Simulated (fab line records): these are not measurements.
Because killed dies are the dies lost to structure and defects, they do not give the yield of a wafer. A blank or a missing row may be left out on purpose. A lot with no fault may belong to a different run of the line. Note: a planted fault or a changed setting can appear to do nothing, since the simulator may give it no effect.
fab line records -- flow berkeley-cmos170
[record] lots = 5, wafers = 23
route steps=331 shown NWELL@21 PFIELD@80 FIELD@90 SACOX@98 PVT@117 GATE@125 PLDD@146
start-h: hours from the record's opening day to when the first of the lot's shown wafers began -- wait-h: hours since the lot's step before -- " as in the row above -- L1.1+2: a row that stands for several wafers -- - no value, or no start given -- * or withheld: withheld -- < > ~ a bound
route shown NAME@n: a module of which the file shows steps, and the number in the route of the first -- usual: the fault-free wafers' mean and standard deviation -- same: alike in all rows -- chamber/n: place in a boat -- sites: each site's reading -- _std_site: standard deviation across them -- _edge_site: mean of outer sites minus mean of inner sites -- radius-mm: how far each site lies from the wafer's centre -- mask NAME#n: copy n -- behind: the last tool/chamber to shape the wafer -- hold: cause of the lot's hold/its duration in hours/its outcome -- device: the n, p or np transistor that did not switch -- end of line: the tests these same wafers got at the end of their route -- a step given without rows: its recipe and nothing more -- killed: dies lost to structure and defects at the first sort, not the wafer's yield -- map: shows each die of a wafer: x if killed, . if not, _ if none is there
set.NAME: the run value of the setting; set.NAME@STEP: its run value at that earlier step -- model.NAME: the simulator's own value behind a step, which no gauge read
lots with deliberately changed settings; one table per step, one row per wafer
[[steps]]
[step UCB170_NWELL_COAT_07]
[recipe] resist = KrF, spin-rpm = 1500, resist-thk-nm = 900
lot.wafer,tool,chamber,start-h,wait-h,set.spin-rpm,model.KrF_of_NWELL_COAT_07.thk-nm
L078.1,litho-track-01,0,53.34,0.1,1500,908.2
L078.2,litho-track-01,0,53.34,0.1,1593,872.8
L078.3,litho-track-01,0,53.34,0.1,1593,879
L078.4,litho-track-01,0,53.34,0.1,1593,880.5
L078.5,litho-track-01,0,53.34,0.1,1500,904.1
L082.1,litho-track-02,0,81.72,0.1,1500,902
L082.2,litho-track-02,0,81.72,0.1,1586,875.7
L082.3,litho-track-02,0,81.72,0.1,1586,878.4
L082.4,litho-track-02,0,81.72,0.1,1500,903.3
L082.5,litho-track-02,0,81.72,0.1,1586,874.9
L083.1,litho-track-03,0,82.08,0.1,1439,916.6
L083.2,litho-track-03,0,82.08,0.1,1439,919.1
L083.4,litho-track-03,0,82.08,0.1,1500,899.6
L083.5,litho-track-03,0,82.08,0.1,1439,921
L083.6,litho-track-03,0,82.08,0.1,1500,898.8
L084.1,litho-track-01,0,94.24,0.1,1500,905
L084.5,litho-track-01,0,94.24,0.1,1500,904.8
L084.6,litho-track-01,0,94.24,0.1,1500,905.3
L085.1,litho-track-02,0,94.43,0.1,1500,899
L085.2,litho-track-02,0,94.43,0.1,1500,896.7
L085.3,litho-track-02,0,94.43,0.1,1500,899.4
L085.4,litho-track-02,0,94.43,0.1,1500,900
L085.6,litho-track-02,0,94.43,0.1,1500,898.1
[step UCB170_NWELL_ETCH_13]
[recipe] chemistry = CH3F/Ar/O2, target = Si3N4, stop-on = SiO2, CH3F_flow_sccm = 20, Ar_flow_sccm = 50, O2_flow_sccm = 7, pressure-mtorr = 50, rf-w = 450, target-depth-a = 2464, over-etch-frac = 0.1, time-s = 154
lot.wafer,tool,chamber,start-h,wait-h,set.rf-w,set.spin-rpm@NWELL_COAT_07,model.KrF_of_NWELL_COAT_07.thk-nm
L078.1,rie-diel-02,3,54.55,0.0,450,1500,729.1
L078.2,rie-diel-02,2,54.55,0.0,499.1,1593,686.8
L078.3,rie-diel-02,1,54.55,0.0,450,1593,703
L078.4,rie-diel-02,0,54.55,0.0,499.1,1593,694.3
L078.5,rie-diel-02,2,54.55,0.0,450,1500,726.9
L082.1,rie-diel-04,3,82.45,0.0,450,1500,723.9
L082.2,rie-diel-04,1,82.45,0.0,450,1586,702.9
L082.3,rie-diel-04,0,82.45,0.0,450,1586,701.1
L082.4,rie-diel-04,2,82.45,0.0,417.7,1500,733.5
L082.5,rie-diel-04,2,82.45,0.0,417.7,1586,705.9
L083.1,rie-diel-02,0,82.93,0.0,396.9,1439,751.1
L083.2,rie-diel-02,1,82.93,0.0,450,1439,741.2
L083.4,rie-diel-02,2,82.93,0.0,450,1500,722.1
L083.5,rie-diel-02,0,82.93,0.0,396.9,1439,754.8
L083.6,rie-diel-02,3,82.93,0.0,450,1500,717.7
L084.1,rie-diel-02,2,95.22,0.0,450,1500,727.3
L084.5,rie-diel-02,3,95.22,0.0,450,1500,725
L084.6,rie-diel-02,0,95.22,0.0,450,1500,731.2
L085.1,rie-diel-02,1,95.57,0.0,450,1500,724.6
L085.2,rie-diel-02,3,95.57,0.0,450,1500,716.8
L085.3,rie-diel-02,2,95.57,0.0,450,1500,722.5
L085.4,rie-diel-02,0,95.57,0.0,450,1500,724.7
L085.6,rie-diel-02,2,95.57,0.0,450,1500,721.1
[step UCB170_NWELL_IMPLANT_14]
[recipe] species = P, dose-cm2 = 9.762e+12, energy-kev = 150, tilt-deg = 7
[step UCB170_NWELL_STRIP_15]
[recipe] chemistry = O2, power-w = 400, pressure-mtorr = 3500, platen-temp-c = withheld, o2-flow-sccm = 400, overash-fraction = 0.5
[usual] strip-time-to-endpoint-s = 18.06/0.085
lot.wafer,tool,chamber,start-h,wait-h,set.spin-rpm@NWELL_COAT_07,set.rf-w@NWELL_ETCH_13,strip-time-to-endpoint-s
L078.1,plasma-asher-03,1,54.81,0.1,1500,450,18.20
L078.2,plasma-asher-03,0,54.81,0.1,1593,499.1,17.19
L078.3,plasma-asher-03,0,54.81,0.1,1593,450,17.57
L078.4,plasma-asher-03,1,54.81,0.1,1593,499.1,17.35
L078.5,plasma-asher-03,1,54.81,0.1,1500,450,18.14
L082.1,plasma-asher-02,1,82.70,0.1,1500,450,18.06
L082.2,plasma-asher-02,0,82.70,0.1,1586,450,17.56
L082.3,plasma-asher-02,0,82.70,0.1,1586,450,17.54
L082.4,plasma-asher-02,1,82.70,0.1,1500,417.7,18.30
L082.5,plasma-asher-02,0,82.70,0.1,1586,417.7,17.64
L083.1,plasma-asher-02,0,83.18,0.1,1439,396.9,18.73
L083.2,plasma-asher-02,1,83.18,0.1,1439,450,18.49
L083.4,plasma-asher-02,1,83.18,0.1,1500,450,18.03
L083.5,plasma-asher-02,1,83.18,0.1,1439,396.9,18.80
L083.6,plasma-asher-02,0,83.18,0.1,1500,450,17.93
L084.1,plasma-asher-01,0,95.48,0.1,1500,450,18.14
L084.5,plasma-asher-01,0,95.48,0.1,1500,450,18.10
L084.6,plasma-asher-01,1,95.48,0.1,1500,450,18.24
L085.1,plasma-asher-01,1,95.90,0.1,1500,450,18.08
L085.2,plasma-asher-01,0,95.90,0.1,1500,450,17.91
L085.3,plasma-asher-01,0,95.90,0.1,1500,450,18.05
L085.4,plasma-asher-01,1,95.90,0.1,1500,450,18.08
L085.6,plasma-asher-01,0,95.90,0.1,1500,450,18.02
[step UCB170_PFIELD_COAT_01]
[recipe] resist = KrF, spin-rpm = 1500, resist-thk-nm = 900
lot.wafer,tool,chamber,start-h,wait-h,set.resist-thk-nm,model.KrF_of_PFIELD_COAT_01.thk-nm
L078.1,litho-track-02,0,106.35,0.1,853.4,855
L078.2,litho-track-02,0,106.35,0.1,900,900.7
L078.3,litho-track-02,0,106.35,0.1,853.4,857.2
L078.4,litho-track-02,0,106.35,0.1,900,904.1
L078.5,litho-track-02,0,106.35,0.1,900,901.9
L083.1,litho-track-01,0,134.01,0.1,900,902.3
L083.2,litho-track-01,0,134.01,0.1,900,902
L083.4,litho-track-01,0,134.01,0.1,900,900.7
L083.5,litho-track-01,0,134.01,0.1,900,902.4
L083.6,litho-track-01,0,134.01,0.1,900,900.6
L082.1,litho-track-01,0,134.46,0.1,936.3,935.1
L082.2,litho-track-01,0,134.46,0.1,936.3,935.3
L082.3,litho-track-01,0,134.46,0.1,900,899
L082.4,litho-track-01,0,134.46,0.1,936.3,939.7
L082.5,litho-track-01,0,134.46,0.1,900,898.5
L085.1,litho-track-01,0,144.99,0.1,937.8,938.7
L085.2,litho-track-01,0,144.99,0.1,937.8,938.4
L085.3,litho-track-01,0,144.99,0.1,900,899.8
L085.4,litho-track-01,0,144.99,0.1,900,899.9
L085.6,litho-track-01,0,144.99,0.1,900,901.8
L084.1,litho-track-01,0,145.44,0.1,900,900.7
L084.5,litho-track-01,0,145.44,0.1,900,899.3
L084.6,litho-track-01,0,145.44,0.1,900,900.8
[step UCB170_PFIELD_SOFTBAKE_02]
[recipe] resist = KrF, temp-c = 130, time-s = 60
[step UCB170_PFIELD_EXPOSE_03]
[recipe] mask-id = PFIELD, na = 0.5, sigma-outer = 0.6, source-shape = conventional, target-cd-nm = 1500, dose-mj = 30
[step UCB170_PFIELD_IMPLANT_07]
[recipe] species = B, dose-cm2 = 2e+13, energy-kev = 79.17, tilt-deg = 7
[step UCB170_PFIELD_STRIP_08]
[recipe] chemistry = O2, power-w = 400, pressure-mtorr = 3500, platen-temp-c = withheld, o2-flow-sccm = 400, overash-fraction = 0.5
[usual] strip-time-to-endpoint-s = 21.62/0.049
lot.wafer,tool,chamber,start-h,wait-h,set.resist-thk-nm@PFIELD_COAT_01,strip-time-to-endpoint-s
L078.1,plasma-asher-01,0,108.21,0.1,853.4,20.56
L078.2,plasma-asher-01,1,108.21,0.1,900,21.64
L078.3,plasma-asher-01,1,108.21,0.1,853.4,20.60
L078.4,plasma-asher-01,0,108.21,0.1,900,21.73
L078.5,plasma-asher-01,0,108.21,0.1,900,21.67
L083.1,plasma-asher-01,1,135.31,0.1,900,21.68
L083.2,plasma-asher-01,0,135.31,0.1,900,21.67
L083.4,plasma-asher-01,0,135.31,0.1,900,21.65
L083.5,plasma-asher-01,1,135.31,0.1,900,21.67
L083.6,plasma-asher-01,0,135.31,0.1,900,21.64
L082.1,plasma-asher-02,0,135.59,0.1,936.3,22.48
L082.2,plasma-asher-02,1,135.59,0.1,936.3,22.48
L082.3,plasma-asher-02,1,135.59,0.1,900,21.59
L082.4,plasma-asher-02,0,135.59,0.1,936.3,22.59
L082.5,plasma-asher-02,1,135.59,0.1,900,21.59
L085.1,plasma-asher-02,0,146.65,0.1,937.8,22.57
L085.2,plasma-asher-02,1,146.65,0.1,937.8,22.54
L085.3,plasma-asher-02,0,146.65,0.1,900,21.61
L085.4,plasma-asher-02,1,146.65,0.1,900,21.62
L085.6,plasma-asher-02,1,146.65,0.1,900,21.68
L084.1,plasma-asher-04,1,147.15,0.1,900,21.64
L084.5,plasma-asher-04,0,147.15,0.1,900,21.61
L084.6,plasma-asher-04,1,147.15,0.1,900,21.66
[step UCB170_FIELD_OXIDATION_01]
[recipe] temp-c = 1000, ambient = H2O, p-h2o-torr = 584.62, target-thk-a = 5583, ox-time-s = 7200
lot.wafer,tool,chamber,start-h,wait-h,set.ox-time-s,model.SiO2_of_FIELD_OXIDATION_01.thk-nm
L078.1,-,-,-,2.6,6693,540.6
L078.2,-,-,-,2.6,6693,540.2
L078.3,-,-,-,2.6,6693,546.9
L078.4,-,-,-,2.6,6693,544.4
L078.5,-,-,-,2.6,6693,536.8
L082.1,-,-,-,2.1,6318,506.6
L082.2,-,-,-,2.1,6318,499.1
L082.3,-,-,-,2.1,6318,509.1
L082.4,-,-,-,2.1,6318,507.1
L082.5,-,-,-,2.1,6318,510.4
L083.1,-,-,-,2.4,6688,527.5
L083.2,-,-,-,2.4,6688,534.5
L083.4,-,-,-,2.4,6688,528.8
L083.5,-,-,-,2.4,6688,520.1
L083.6,-,-,-,2.4,6688,523
L084.1,furnace-01,0,151.65,4.3,7200,565.6
L084.5,furnace-01,0,151.65,4.3,7200,573.5
L084.6,furnace-01,0,151.65,4.3,7200,568.5
L085.1,-,-,-,4.8,8136,599.2
L085.2,-,-,-,4.8,8136,599.4
L085.3,-,-,-,4.8,8136,608
L085.4,-,-,-,4.8,8136,609.8
L085.6,-,-,-,4.8,8136,604.1
[step UCB170_FIELD_THK_MEAS_02]
[recipe] reads = SiO2_of_FIELD_OXIDATION_01
[usual] FIELD_OXIDE_THK = 558/9.8
lot.wafer,tool,chamber,start-h,wait-h,set.ox-time-s@FIELD_OXIDATION_01,FIELD_OXIDE_THK[nm]
L078.1,film-metro-04,-,-,-,6693,541
L078.2,film-metro-04,-,-,-,6693,540
L078.3,film-metro-04,-,-,-,6693,547
L078.4,film-metro-04,-,-,-,6693,545
L078.5,film-metro-04,-,-,-,6693,537
L082.1,film-metro-01,-,-,-,6318,506
L082.2,film-metro-01,-,-,-,6318,499
L082.3,film-metro-01,-,-,-,6318,509
L082.4,film-metro-01,-,-,-,6318,507
L082.5,film-metro-01,-,-,-,6318,511
L083.1,film-metro-03,-,-,-,6688,527
L083.2,film-metro-03,-,-,-,6688,534
L083.4,film-metro-03,-,-,-,6688,530
L083.5,film-metro-03,-,-,-,6688,520
L083.6,film-metro-03,-,-,-,6688,523
L084.1,film-metro-01,-,154.65,0.0,7200,566
L084.5,film-metro-01,-,154.65,0.0,7200,573
L084.6,film-metro-01,-,154.65,0.0,7200,568
L085.1,film-metro-04,-,-,-,8136,599
L085.2,film-metro-04,-,-,-,8136,600
L085.3,film-metro-04,-,-,-,8136,608
L085.4,film-metro-04,-,-,-,8136,610
L085.6,film-metro-04,-,-,-,8136,604
[step UCB170_FIELD_ANNEAL_03]
[recipe] temp-c = 1000, time-s = 1200, ambient = N2
[step UCB170_FIELD_WET_ETCH_04]
[recipe] chemistry = dHF, dilution = 10:1, target = SiO2, temp-c = 25, time-s = 60
[step UCB170_FIELD_WET_ETCH_05]
[recipe] chemistry = H3PO4, target = Si3N4, temp-c = 160, time-s = 12600
lot.wafer,tool,chamber,start-h,wait-h,set.ox-time-s@FIELD_OXIDATION_01,model.SiO2_of_FIELD_OXIDATION_01.thk-nm
L078.1,wet-bench-01,2,118.29,0.0,6693,474.8
L078.2,wet-bench-01,2,118.29,0.0,6693,474.5
L078.3,wet-bench-01,2,118.29,0.0,6693,481
L078.4,wet-bench-01,2,118.29,0.0,6693,478.6
L078.5,wet-bench-01,2,118.29,0.0,6693,471.2
L082.1,wet-bench-03,0,144.86,0.0,6318,439.1
L082.2,wet-bench-03,0,144.86,0.0,6318,431.6
L082.3,wet-bench-03,0,144.86,0.0,6318,441.6
L082.4,wet-bench-03,0,144.86,0.0,6318,439.5
L082.5,wet-bench-03,0,144.86,0.0,6318,442.6
L083.1,wet-bench-03,3,144.86,0.0,6688,461.9
L083.2,wet-bench-03,3,144.86,0.0,6688,468.9
L083.4,wet-bench-03,3,144.86,0.0,6688,463.3
L083.5,wet-bench-03,3,144.86,0.0,6688,454.8
L083.6,wet-bench-03,3,144.86,0.0,6688,457.5
L084.1,wet-bench-04,3,159.07,0.0,7200,499.8
L084.5,wet-bench-04,3,159.07,0.0,7200,508.1
L084.6,wet-bench-04,3,159.07,0.0,7200,502.7
L085.1,wet-bench-04,0,159.07,0.0,8136,531
L085.2,wet-bench-04,0,159.07,0.0,8136,531.4
L085.3,wet-bench-04,0,159.07,0.0,8136,539.9
L085.4,wet-bench-04,0,159.07,0.0,8136,541.5
L085.6,wet-bench-04,0,159.07,0.0,8136,535.9
[step UCB170_FIELD_WET_ETCH_06]
[recipe] chemistry = BOE, dilution = 5:1, target = SiO2, temp-c = 25, time-s = 22
[step UCB170_FIELD_THK_MEAS_90]
[recipe] reads = SiO2_of_FIELD_OXIDATION_01
[usual] FIELD_OXIDE_LEFT_1_THK = 441/10
lot.wafer,tool,chamber,start-h,wait-h,set.ox-time-s@FIELD_OXIDATION_01,FIELD_OXIDE_LEFT_1_THK[nm]
L078.1,film-metro-01,-,122.07,0.0,6693,425
L078.2,film-metro-01,-,122.07,0.0,6693,425
L078.3,film-metro-01,-,122.07,0.0,6693,431
L078.4,film-metro-01,-,122.07,0.0,6693,429
L078.5,film-metro-01,-,122.07,0.0,6693,421
L082.1,film-metro-01,-,148.38,0.0,6318,388
L082.2,film-metro-01,-,148.38,0.0,6318,381
L082.3,film-metro-01,-,148.38,0.0,6318,391
L082.4,film-metro-01,-,148.38,0.0,6318,389
L082.5,film-metro-01,-,148.38,0.0,6318,392
L083.1,film-metro-03,-,148.38,0.0,6688,412
L083.2,film-metro-03,-,148.38,0.0,6688,419
L083.4,film-metro-03,-,148.38,0.0,6688,413
L083.5,film-metro-03,-,148.38,0.0,6688,405
L083.6,film-metro-03,-,148.38,0.0,6688,408
L084.1,film-metro-04,-,162.92,0.0,7200,449
L084.5,film-metro-04,-,162.92,0.0,7200,457
L084.6,film-metro-04,-,162.92,0.0,7200,452
L085.1,film-metro-03,-,162.92,0.0,8136,481
L085.2,film-metro-03,-,162.92,0.0,8136,482
L085.3,film-metro-03,-,162.92,0.0,8136,491
L085.4,film-metro-03,-,162.92,0.0,8136,492
L085.6,film-metro-03,-,162.92,0.0,8136,486
[step UCB170_SACOX_OXIDATION_01]
[recipe] temp-c = 900, ambient = O2, target-thk-a = 144, ox-time-s = 2400
lot.wafer,tool,chamber,start-h,wait-h,set.ox-time-s,model.SiO2_of_SACOX_OXIDATION_01.thk-nm
L078.1,-,-,-,3.3,2278,13.88
L078.2,-,-,-,3.3,2278,13.89
L078.3,-,-,-,3.3,2278,13.99
L078.4,-,-,-,3.3,2278,14.3
L078.5,-,-,-,3.3,2278,14.1
L082.1,-,-,-,5.0,2400,14.31
L082.2,-,-,-,5.0,2400,14.25
L082.3,-,-,-,5.0,2400,14.08
L082.4,-,-,-,5.0,2400,14.35
L082.5,-,-,-,5.0,2400,14.17
L083.1,-,-,-,5.0,2400,14.4
L083.2,-,-,-,5.0,2400,14.55
L083.4,-,-,-,5.0,2400,14.32
L083.5,-,-,-,5.0,2400,14.47
L083.6,-,-,-,5.0,2400,14.36
L084.1,furnace-01,0,165.98,3.0,2400,14.69
L084.5,furnace-01,0,165.98,3.0,2400,14.47
L084.6,furnace-01,0,165.98,3.0,2400,14.73
L085.1,-,-,-,3.0,2156,13.05
L085.2,-,-,-,3.0,2156,13.85
L085.3+4,-,-,-,3.0,2156,13.34
L085.6,-,-,-,3.0,2156,13.16
[step UCB170_PVT_SOFTBAKE_02]
[recipe] resist = KrF, temp-c = 130, time-s = 60
lot.wafer,tool,chamber,start-h,wait-h,set.time-s
L078.1+4+5,litho-track-04,0,142.44,0.1,60
L078.2+3,litho-track-04,0,142.44,0.1,54.12
L082.1+5,litho-track-03,0,167.63,0.1,52.16
L082.2+3+4,litho-track-03,0,167.63,0.1,60
L083.1+2+4+5+6,litho-track-03,0,169.35,0.1,60
L084.1+5+6,litho-track-02,0,182.09,0.1,60
L085.1+2+3,litho-track-04,0,182.21,0.1,52.65
L085.4+6,litho-track-04,0,182.21,0.1,60
[step UCB170_PVT_EXPOSE_03]
[recipe] mask-id = NWELL, target-cd-nm = 3000, na = 0.5, sigma-outer = 0.6, source-shape = conventional, dose-mj = 30
[step UCB170_PVT_PEB_04]
[recipe] peb-temp-c = 130, peb-time-s = withheld, resist = KrF
[step UCB170_GATE_WET_ETCH_00]
[recipe] chemistry = dHF, dilution = 25:1, target = SiO2, temp-c = 25, time-s = 200
[step UCB170_FIELD_THK_MEAS_91]
[recipe] reads = SiO2_of_FIELD_OXIDATION_01
[usual] FIELD_OXIDE_LEFT_2_THK = 353/9.6
lot.wafer,tool,chamber,start-h,wait-h,set.ox-time-s@FIELD_OXIDATION_01,FIELD_OXIDE_LEFT_2_THK[nm]
L078.1,film-metro-04,-,143.93,0.0,6693,336
L078.2,film-metro-04,-,143.93,0.0,6693,336
L078.3,film-metro-04,-,143.93,0.0,6693,343
L078.4,film-metro-04,-,143.93,0.0,6693,340
L078.5,film-metro-04,-,143.93,0.0,6693,333
L082.1,film-metro-03,-,169.46,0.0,6318,301
L082.2,film-metro-03,-,169.46,0.0,6318,293
L082.3,film-metro-03,-,169.46,0.0,6318,303
L082.4,film-metro-03,-,169.46,0.0,6318,301
L082.5,film-metro-03,-,169.46,0.0,6318,304
L083.1,film-metro-04,-,171.36,0.0,6688,325
L083.2,film-metro-04,-,171.36,0.0,6688,332
L083.4,film-metro-04,-,171.36,0.0,6688,326
L083.5,film-metro-04,-,171.36,0.0,6688,318
L083.6,film-metro-04,-,171.36,0.0,6688,320
L084.1,film-metro-01,-,183.48,0.0,7200,361
L084.5,film-metro-01,-,183.48,0.0,7200,369
L084.6,film-metro-01,-,183.48,0.0,7200,364
L085.1,film-metro-04,-,183.62,0.0,8136,393
L085.2,film-metro-04,-,183.62,0.0,8136,393
L085.3,film-metro-04,-,183.62,0.0,8136,402
L085.4,film-metro-04,-,183.62,0.0,8136,404
L085.6,film-metro-04,-,183.62,0.0,8136,398
[step UCB170_PLDD_COAT_01]
[recipe] resist = KrF, spin-rpm = 1500, resist-thk-nm = 900
lot.wafer,tool,chamber,start-h,wait-h,set.resist-thk-nm,model.KrF_of_PLDD_COAT_01.thk-nm
L078.1,litho-track-04,0,168.44,0.1,900,904.1
L078.2,litho-track-04,0,168.44,0.1,900,901.8
L078.3,litho-track-04,0,168.44,0.1,900,904.9
L078.4,litho-track-04,0,168.44,0.1,883.4,886.7
L078.5,litho-track-04,0,168.44,0.1,883.4,887
L082.1,litho-track-04,0,187.09,0.1,925.4,928.2
L082.2,litho-track-04,0,187.09,0.1,925.4,929.8
L082.3,litho-track-04,0,187.09,0.1,900,900.2
L082.4,litho-track-04,0,187.09,0.1,900,901
L082.5,litho-track-04,0,187.09,0.1,900,899.8
L083.1+5,litho-track-02,0,187.64,0.1,900,901.4
L083.2,litho-track-02,0,187.64,0.1,900,902.3
L083.4,litho-track-02,0,187.64,0.1,869,867.8
L083.6,litho-track-02,0,187.64,0.1,869,868.6
L084.1,litho-track-02,0,199.89,0.1,900,899.5
L084.5,litho-track-02,0,199.89,0.1,900,902.9
L084.6,litho-track-02,0,199.89,0.1,900,900.6
L085.1,litho-track-04,0,200.14,0.1,900,899
L085.2+3,litho-track-04,0,200.14,0.1,900,897.4
L085.4,litho-track-04,0,200.14,0.1,900,899.4
L085.6,litho-track-04,0,200.14,0.1,900,898.5
[step UCB170_PLDD_PEB_04]
[recipe] peb-temp-c = 130, peb-time-s = withheld, resist = KrF
lot.wafer,tool,chamber,start-h,wait-h,set.peb-temp-c
L078.1+2+3+4+5,litho-track-04,0,-,-,130
L082.1+3,litho-track-04,0,187.64,0.1,130
L082.2+4+5,litho-track-04,0,187.64,0.1,132.4
L083.1+2+4+5+6,litho-track-04,0,188.19,0.1,130
L084.1+5+6,litho-track-01,0,200.43,0.1,130
L085.1+2+6,litho-track-02,0,200.71,0.1,130
L085.3+4,litho-track-02,0,200.71,0.1,126.1
[step UCB170_PLDD_DEVELOP_05]
[recipe] developer = TMAH, develop-time-s = 45, resist = KrF, dev-temp-c = 21
[step UCB170_PLDD_CD_MEAS_06]
[recipe] target-cd-nm = 1200
[usual] cd-nm = 1199.1/1.4
lot.wafer,tool,chamber,start-h,wait-h,set.peb-temp-c@PLDD_PEB_04,cd-nm
L078.1,cd-sem-02,-,170.37,-,130,1197.3
L078.2,cd-sem-02,-,170.37,-,130,1198.2
L078.3,cd-sem-02,-,170.37,-,130,1198.8
L078.4,cd-sem-02,-,170.37,-,130,1198.1
L078.5,cd-sem-02,-,170.37,-,130,1200.2
L082.1,cd-sem-02,-,187.91,-,130,1197.8
L082.2,cd-sem-02,-,187.91,-,132.4,1212.3
L082.3,cd-sem-02,-,187.91,-,130,1200.0
L082.4,cd-sem-02,-,187.91,-,132.4,1212.7
L082.5,cd-sem-02,-,187.91,-,132.4,1213.2
L083.1,cd-sem-02,-,188.46,-,130,1199.3
L083.2,cd-sem-02,-,188.46,-,130,1199.0
L083.4,cd-sem-02,-,188.46,-,130,1200.8
L083.5,cd-sem-02,-,188.46,-,130,1197.7
L083.6,cd-sem-02,-,188.46,-,130,1201.2
L084.1,cd-sem-02,-,200.70,-,130,1199.2
L084.5,cd-sem-02,-,200.70,-,130,1200.1
L084.6,cd-sem-02,-,200.70,-,130,1198.9
L085.1,cd-sem-01,-,200.99,-,130,1198.8
L085.2,cd-sem-01,-,200.99,-,130,1200.0
L085.3,cd-sem-01,-,200.99,-,126.1,1168.6
L085.4,cd-sem-01,-,200.99,-,126.1,1169.6
L085.6,cd-sem-01,-,200.99,-,130,1199.3
[step UCB170_PLDD_IMPLANT_08]
[recipe] species = BF2, dose-cm2 = 5e+13, energy-kev = 9.917, tilt-deg = 7, rotation-deg = 0
[step UCB170_PLDD_IMPLANT_09]
[recipe] species = BF2, dose-cm2 = 5e+13, energy-kev = 10, tilt-deg = 7, rotation-deg = 180
[step UCB170_PLDD_STRIP_10]
[recipe] chemistry = O2, power-w = 400, pressure-mtorr = 3500, platen-temp-c = withheld, o2-flow-sccm = 400, overash-fraction = 0.5
[usual] strip-time-to-endpoint-s = 21.63/0.063
lot.wafer,tool,chamber,start-h,wait-h,set.resist-thk-nm@PLDD_COAT_01,strip-time-to-endpoint-s
L078.1,plasma-asher-04,0,170.82,0.1,900,21.72
L078.2,plasma-asher-04,1,170.82,0.1,900,21.68
L078.3,plasma-asher-04,1,170.82,0.1,900,21.76
L078.4,plasma-asher-04,0,170.82,0.1,883.4,21.31
L078.5,plasma-asher-04,0,170.82,0.1,883.4,21.32
L082.1,plasma-asher-02,0,188.37,0.1,925.4,22.31
L082.2,plasma-asher-02,1,188.37,0.1,925.4,22.34
L082.3,plasma-asher-02,0,188.37,0.1,900,21.62
L082.4,plasma-asher-02,1,188.37,0.1,900,21.66
L082.5,plasma-asher-02,0,188.37,0.1,900,21.62
L083.1,plasma-asher-01,0,188.92,0.1,900,21.67
L083.2,plasma-asher-01,1,188.92,0.1,900,21.68
L083.4,plasma-asher-01,0,188.92,0.1,869,20.86
L083.5,plasma-asher-01,0,188.92,0.1,900,21.63
L083.6,plasma-asher-01,1,188.92,0.1,869,20.87
L084.1,plasma-asher-02,0,201.16,0.1,900,21.62
L084.5,plasma-asher-02,1,201.16,0.1,900,21.70
L084.6,plasma-asher-02,0,201.16,0.1,900,21.65
L085.1,plasma-asher-02,0,201.45,0.1,900,21.62
L085.2,plasma-asher-02,1,201.45,0.1,900,21.57
L085.3,plasma-asher-02,0,201.45,0.1,900,21.56
L085.4,plasma-asher-02,1,201.45,0.1,900,21.60
L085.6,plasma-asher-02,0,201.45,0.1,900,21.60
[[key]]
[split] step = UCB170_NWELL_COAT_07, setting = spin-rpm, stated = 1500, by = wafer
[response] step = UCB170_NWELL_COAT_07, reading = model.KrF_of_NWELL_COAT_07.thk-nm, change = -4.66, per = 1%, r = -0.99
[response] step = UCB170_NWELL_ETCH_13, reading = model.KrF_of_NWELL_COAT_07.thk-nm, change = -5.36, per = 1%, r = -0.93
[response] step = UCB170_NWELL_STRIP_15, reading = strip-time-to-endpoint-s, change = *, per = 1%, r = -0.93
[split] step = UCB170_NWELL_ETCH_13, setting = rf-w, stated = 450, by = wafer
[response] step = UCB170_NWELL_ETCH_13, reading = model.KrF_of_NWELL_COAT_07.thk-nm, slope = -1.09, per = 1%, together-with = spin-rpm@NWELL_COAT_07, explained = 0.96
[response] step = UCB170_NWELL_STRIP_15, reading = strip-time-to-endpoint-s, slope = *, per = 1%, together-with = spin-rpm@NWELL_COAT_07, explained = 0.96
[split] step = UCB170_PFIELD_COAT_01, setting = resist-thk-nm, stated = 900, by = wafer
[response] step = UCB170_PFIELD_COAT_01, reading = model.KrF_of_PFIELD_COAT_01.thk-nm, change = +9.09, per = 1%, r = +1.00
[response] step = UCB170_PFIELD_STRIP_08, reading = strip-time-to-endpoint-s, change = *, per = 1%, r = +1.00
[split] step = UCB170_FIELD_OXIDATION_01, setting = ox-time-s, stated = 7200, by = lot
[response] step = UCB170_FIELD_OXIDATION_01, reading = model.SiO2_of_FIELD_OXIDATION_01.thk-nm, change = +3.77, per = 1%, r = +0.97
[response] step = UCB170_FIELD_THK_MEAS_02, reading = FIELD_OXIDE_THK, change = +3.77, per = 1%, r = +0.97
[response] step = UCB170_FIELD_WET_ETCH_05, reading = model.SiO2_of_FIELD_OXIDATION_01.thk-nm, change = +3.71, per = 1%, r = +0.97
[response] step = UCB170_FIELD_THK_MEAS_90, reading = FIELD_OXIDE_LEFT_1_THK, change = +3.74, per = 1%, r = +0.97
[response] step = UCB170_FIELD_THK_MEAS_91, reading = FIELD_OXIDE_LEFT_2_THK, change = +3.71, per = 1%, r = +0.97
[split] step = UCB170_SACOX_OXIDATION_01, setting = ox-time-s, stated = 2400, by = lot
[response] step = UCB170_SACOX_OXIDATION_01, reading = model.SiO2_of_SACOX_OXIDATION_01.thk-nm, change = +0.0995, per = 1%, r = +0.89
[split] step = UCB170_PVT_SOFTBAKE_02, setting = time-s, stated = 60, by = wafer
response none clear
[split] step = UCB170_PLDD_COAT_01, setting = resist-thk-nm, stated = 900, by = wafer
[response] step = UCB170_PLDD_COAT_01, reading = model.KrF_of_PLDD_COAT_01.thk-nm, change = +9.78, per = 1%, r = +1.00
[response] step = UCB170_PLDD_STRIP_10, reading = strip-time-to-endpoint-s, change = *, per = 1%, r = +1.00
[split] step = UCB170_PLDD_PEB_04, setting = peb-temp-c, stated = 130, by = wafer
[response] step = UCB170_PLDD_CD_MEAS_06, reading = cd-nm, change = +9.38, per = 1%, r = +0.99
